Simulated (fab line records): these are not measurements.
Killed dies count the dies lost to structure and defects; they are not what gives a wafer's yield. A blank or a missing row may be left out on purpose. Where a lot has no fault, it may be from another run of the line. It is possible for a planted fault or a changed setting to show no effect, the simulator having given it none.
Which tool did it? + flow rit_cmos + 45 wafers from 15 lots sampled at 5 of the route's 202 steps

WHAT THE GAUGES READ, wafer by wafer
RIT_ACTIVE_THK_MEAS_02.
| lot  | measured    | on            | ACTIVE_OXIDE_THK (nm) |
|------|-------------|---------------|-----------------------|
| L808 | day 1 12:04 | film_metro-03 | 46.4 46.1 46.9        |
| L810 | day 1 22:04 | film_metro-02 | 47.0 47.5 47.2        |
| L811 | day 2 03:05 | film_metro-03 | 46.3 46.6 46.5        |
| L812 | day 2 08:12 | film_metro-03 | 47.0 46.4 46.9        |
| L813 | day 2 18:19 | film_metro-03 | 71.7 75.0 72.9        |
| L814 | day 2 23:51 | film_metro-01 | 72.9 73.1 74.1        |
| L815 | day 3 04:58 | film_metro-03 | 76.1 75.3 75.8        |
| L817 | day 3 09:50 | film_metro-01 | 47.0 46.5 47.5        |
| L824 | day 4 20:37 | film_metro-03 | 45.0 45.3 45.2        |
| L825 | day 5 01:03 | film_metro-01 | 46.6 46.1 46.7        |
| L826 | day 5 06:07 | film_metro-03 | 48.0 47.6 47.0        |
| L827 | day 5 13:52 | film_metro-01 | 47.5 46.9 46.7        |
| L828 | day 5 16:39 | film_metro-02 | 47.5 47.1 47.6        |
| L829 | day 5 21:03 | film_metro-03 | 47.8 47.9 47.4        |
| L830 | day 6 02:24 | film_metro-03 | 46.0 46.8 46.8        |

RIT_FOX1_THK_MEAS_01.
| lot  | measured    | on            | FOX1_OXIDE_THK (nm) |
|------|-------------|---------------|---------------------|
| L808 | day 1 18:35 | film_metro-03 | 353 358 354         |
| L810 | day 2 04:46 | film_metro-04 | 351 349 345         |
| L811 | day 2 09:57 | film_metro-03 | 347 343 346         |
| L812 | day 2 16:23 | film_metro-04 | 352 353 349         |
| L813 | day 3 03:02 | film_metro-03 | 356 354 352         |
| L814 | day 3 06:14 | film_metro-04 | 353 356 358         |
| L815 | day 3 12:29 | film_metro-04 | 348 351 353         |
| L817 | day 3 15:50 | film_metro-03 | 350 349 348         |
| L824 | day 5 01:23 | film_metro-04 | 356 353 357         |
| L825 | day 5 07:26 | film_metro-01 | 360 354 360         |
| L826 | day 5 13:38 | film_metro-01 | 340 343 346         |
| L827 | day 5 19:01 | film_metro-04 | 351 354 351         |
| L828 | day 5 22:23 | film_metro-04 | 358 359 359         |
| L829 | day 6 02:46 | film_metro-01 | 343 348 353         |
| L830 | day 6 08:50 | film_metro-03 | 350 341 340         |

RIT_NRETRO_OVL_MEAS_06.
| lot  | measured    | on         | NRETRO_OVL (nm) |
|------|-------------|------------|-----------------|
| L808 | day 2 06:31 | overlay-01 | -1.9 -1.0 0.0   |
| L810 | day 2 18:40 | overlay-02 | -2.4 -2.2 -2.0  |
| L811 | day 3 01:07 | overlay-01 | 0.6 -1.7 -0.4   |
| L812 | day 3 07:08 | overlay-02 | -4.1 -1.5 -1.6  |
| L813 | day 3 17:54 | overlay-01 | 0.9 -0.4 1.5    |
| L814 | day 3 19:27 | overlay-02 | -1.3 -2.4 1.5   |
| L815 | day 4 02:19 | overlay-02 | -1.4 0.3 -0.9   |
| L817 | day 4 05:13 | overlay-02 | -2.1 0.0 0.2    |
| L824 | day 5 13:34 | overlay-01 | 1.4 -0.5 -0.2   |
| L825 | day 5 19:17 | overlay-01 | -2.7 -1.9 -2.2  |
| L826 | day 6 01:42 | overlay-02 | -0.7 0.9 1.2    |
| L827 | day 6 07:22 | overlay-01 | 0.2 1.5 -0.7    |
| L828 | day 6 12:50 | overlay-01 | -1.3 0.7 -0.6   |
| L829 | day 6 14:59 | overlay-01 | 1.3 1.3 2.8     |
| L830 | day 6 20:49 | overlay-02 | -2.4 -1.9 -1.3  |

TOOL THAT RAN EACH LOT (tool first, then ch and the chambers of the sampled wafers, then the start)
| lot  | RIT_ACTIVE_OXIDATION_01      | RIT_ACTIVE_ETCH_13                |
|------|------------------------------|-----------------------------------|
| L808 | furnace-04 ch 0, day 1 10:07 | rie_diel-02 ch 0,2,3, day 1 14:50 |
| L810 | furnace-01 ch 0, day 1 20:08 | rie_diel-01 ch 0,1,3, day 2 02:38 |
| L811 | furnace-01 ch 0, day 2 01:10 | rie_diel-02 ch 0,3, day 2 05:45   |
| L812 | furnace-03 ch 0, day 2 06:16 | rie_diel-04 ch 0,1,2, day 2 11:01 |
| L813 | furnace-04 ch 0, day 2 13:08 | rie_diel-02 ch 0,2, day 2 21:30   |
| L814 | furnace-01 ch 0, day 2 17:26 | rie_diel-01 ch 0,1, day 3 03:05   |
| L815 | furnace-01 ch 0, day 2 23:28 | rie_diel-04 ch 1,2,3, day 3 09:24 |
| L817 | furnace-01 ch 0, day 3 07:55 | rie_diel-04 ch 1,2,3, day 3 12:30 |
| L824 | furnace-03 ch 0, day 4 18:41 | rie_diel-02 ch 0,2, day 4 23:16   |
| L825 | furnace-03 ch 0, day 4 23:07 | rie_diel-02 ch 0,2, day 5 03:45   |
| L826 | furnace-01 ch 0, day 5 04:11 | rie_diel-01 ch 1,2, day 5 08:54   |
| L827 | furnace-04 ch 0, day 5 11:56 | rie_diel-01 ch 2,3, day 5 16:39   |
| L828 | furnace-03 ch 0, day 5 14:42 | rie_diel-02 ch 1,2,3, day 5 19:56 |
| L829 | furnace-01 ch 0, day 5 19:07 | rie_diel-01 ch 0,2,3, day 5 23:50 |
| L830 | furnace-04 ch 0, day 6 00:27 | rie_diel-02 ch 1,3, day 6 05:02   |
- RIT_ACTIVE_OXIDATION_01: target thk 46.8 nm, ox time 3360 s.
- RIT_ACTIVE_ETCH_13: etches Si3N4 in SF6, stops on SiO2, time 210 s, target depth 210 nm.

WHAT THE TOOLS THEMSELVES READ (means of the sampled wafers that have a number; where no wafer has one, the mark that the record gives instead)
RIT_ACTIVE_OXIDATION_01.
| lot  | tool       | ox_temp_c (C) | zone_power_centre_pct (%) | zone_power_source_pct (%) |
|------|------------|---------------|---------------------------|---------------------------|
| L808 | furnace-04 | 1000.1        | 50                        | 38.6                      |
| L810 | furnace-01 | 1000.2        | 45                        | 33.0                      |
| L811 | furnace-01 | 999.3         | 45                        | 33.1                      |
| L812 | furnace-03 | 999.9         | 42                        | 33.5                      |
| L813 | furnace-04 | 1000.1        | 50                        | 39.1                      |
| L814 | furnace-01 | 999.8         | 45                        | 33.4                      |
| L815 | furnace-01 | 1000.2        | 45                        | 33.1                      |
| L817 | furnace-01 | 999.6         | 45                        | 33.2                      |
| L824 | furnace-03 | 999.5         | 41                        | 33.4                      |
| L825 | furnace-03 | 999.7         | 42                        | 33.3                      |
| L826 | furnace-01 | 1000.4        | 45                        | 32.8                      |
| L827 | furnace-04 | 1000.5        | 50                        | 38.9                      |
| L828 | furnace-03 | 1000.4        | 42                        | 33.5                      |
| L829 | furnace-01 | 1000.0        | 45                        | 32.5                      |
| L830 | furnace-04 | 999.8         | 51                        | 38.8                      |

RIT_ACTIVE_ETCH_13.
| lot  | tool        | drypump_motor_current_A (A) | oes_product_au (a.u.) | throttle_valve_pct (%) |
|------|-------------|-----------------------------|-----------------------|------------------------|
| L808 | rie_diel-02 | 5.9                         | 0.816                 | 7.43                   |
| L810 | rie_diel-01 | 5.6                         | 0.825                 | 7.50                   |
| L811 | rie_diel-02 | 6.0                         | 0.816                 | 7.43                   |
| L812 | rie_diel-04 | 5.6                         | 0.807                 | 7.50                   |
| L813 | rie_diel-02 | 5.9                         | 0.829                 | 7.41                   |
| L814 | rie_diel-01 | 5.8                         | 0.820                 | 7.51                   |
| L815 | rie_diel-04 | 5.6                         | 0.806                 | 7.34                   |
| L817 | rie_diel-04 | 5.6                         | 0.809                 | 7.35                   |
| L824 | rie_diel-02 | 5.5                         | 0.824                 | 7.40                   |
| L825 | rie_diel-02 | 5.5                         | 0.828                 | 7.40                   |
| L826 | rie_diel-01 | 6.3                         | 0.818                 | 7.59                   |
| L827 | rie_diel-01 | 5.5                         | 0.816                 | 7.56                   |
| L828 | rie_diel-02 | 6.2                         | 0.832                 | 7.46                   |
| L829 | rie_diel-01 | 5.8                         | 0.829                 | 7.54                   |
| L830 | rie_diel-02 | 6.0                         | 0.826                 | 7.49                   |

THE ANSWER, worked out from the rows above alone
Rule: the lots themselves supply what counts as usual. The widest of any qualifying gaps counts: lots, ordered by their means at a reading, are off when they make up no more than a third of the lots, leave a main group of 4 or more, and stand apart from it by 3 or more times the standard deviation of that group's means. The tables above print the reading to a certain number of digits; a main group whose means all agree to those digits is not used. A lot without any number at a reading at which 4 lots or more have one is off too. Any other lot the step has rows for is counted as sound. First the gauges in route order, then the tools' own readings, where a lot's mean is used as printed above. At the first step where some lot is off, the reading lying furthest off is the one used; lots without a number count as furthest.
Off: L813, L814, L815, seen at RIT_ACTIVE_THK_MEAS_02 (ACTIVE_OXIDE_THK). The main group has a mean of 46.8 nm with a standard deviation of 0.65.
A tool fits if, at a process step before that reading, it ran every lot that is off, and no sound lot after the first of them. Gauges at RIT_ACTIVE_THK_MEAS_02: tried the same way as those tools. Of those tried, none fits.

WHAT THE SIMULATOR HAD INSERTED
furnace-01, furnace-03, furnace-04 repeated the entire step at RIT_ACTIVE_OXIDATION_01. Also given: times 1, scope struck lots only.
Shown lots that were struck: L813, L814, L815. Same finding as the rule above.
